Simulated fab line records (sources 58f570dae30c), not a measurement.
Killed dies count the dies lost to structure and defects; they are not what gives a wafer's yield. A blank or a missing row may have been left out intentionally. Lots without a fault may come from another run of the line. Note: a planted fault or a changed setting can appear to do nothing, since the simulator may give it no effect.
One fault seen from 2 desks / flow berkeley_cmos170 / each desk holds nothing but its own numbers, with what lay behind them at the end

METROLOGY DESK
What the gauges read, lot by lot, whatever tool the lot ran on: means of the sampled wafers that have a number. Marked OUT: a lot whose mean sits more than 4 standard deviations from the usual mean, which makes it out of limits; the brackets give that distance.
Columns: A = cd_nm at UCB170_CONTACT_CD_MEAS_15, usual 699.9 nm; B = cd_nm at UCB170_M1_CD_MEAS_90, usual 699.9 nm
lot=L280; first seen here=day 6 16:38; A=699.3; B=701.4
lot=L279; first seen here=day 6 16:58; A=700.7; B=699.7
lot=L283; first seen here=day 7 08:38; A=700.7; B=703.5
lot=L282; first seen here=day 7 09:07; A=702.3; B=700.8
lot=L281; first seen here=day 7 09:20; A=700.0; B=696.7
lot=L288; first seen here=day 9 03:35; A=700.1; B=699.7
lot=L290; first seen here=day 9 04:48; A=700.8; B=697.5
lot=L293; first seen here=day 9 20:01; A=700.0; B=693.7
lot=L291; first seen here=day 9 20:20; A=699.8; B=698.0
lot=L298; first seen here=day 10 20:56; A=698.4; B=703.5
lot=L297; first seen here=day 10 20:59; A=699.7; B=699.9
lot=L295; first seen here=day 10 21:13; A=696.3; B=698.9
lot=L299; first seen here=day 11 10:38; A=699.7; B=701.4
lot=L302; first seen here=day 11 14:53; A=697.9; B=696.6
Finding of this desk: none of the 14 lots has anything out of limits.

FOR THE TOOL OWNER'S DESK: rie_metal-02
The tool's own readings at UCB170_M1_METAL_ETCH_12 (etches Al in Cl2/BCl3, stops on PSG, target depth 780 nm, time 130 s): means of the sampled wafers that have a number, for each lot that ran on this tool. Marked OUT: a lot whose mean sits more than 4 standard deviations from the usual mean, which makes it out of limits; the brackets give that distance.
Columns: A = bcl3_flow_sccm at UCB170_M1_METAL_ETCH_12, usual 45.00 sccm; B = drypump_motor_current_A at UCB170_M1_METAL_ETCH_12, usual 5.7 A; C = oes_product_au at UCB170_M1_METAL_ETCH_12, usual 0.854 a.u.; D = throttle_valve_pct at UCB170_M1_METAL_ETCH_12, usual 24.35 %
lot=L282; first seen here=day 7 11:50; A=44.86; B=5.4; C=0.868; D=24.27
lot=L293; first seen here=day 9 22:14; A=45.01; B=5.3; C=0.863; D=24.27
lot=L295; first seen here=day 11 00:56; A=44.86; B=5.5; C=0.883; D=24.39
Finding of this desk: none of the 3 lots has anything out of limits.

PUT TOGETHER
At the metrology desk, nothing out of limits was observed.
The desk of the tool owner found nothing out of limits.

WHAT THE SIMULATOR HAD INSERTED
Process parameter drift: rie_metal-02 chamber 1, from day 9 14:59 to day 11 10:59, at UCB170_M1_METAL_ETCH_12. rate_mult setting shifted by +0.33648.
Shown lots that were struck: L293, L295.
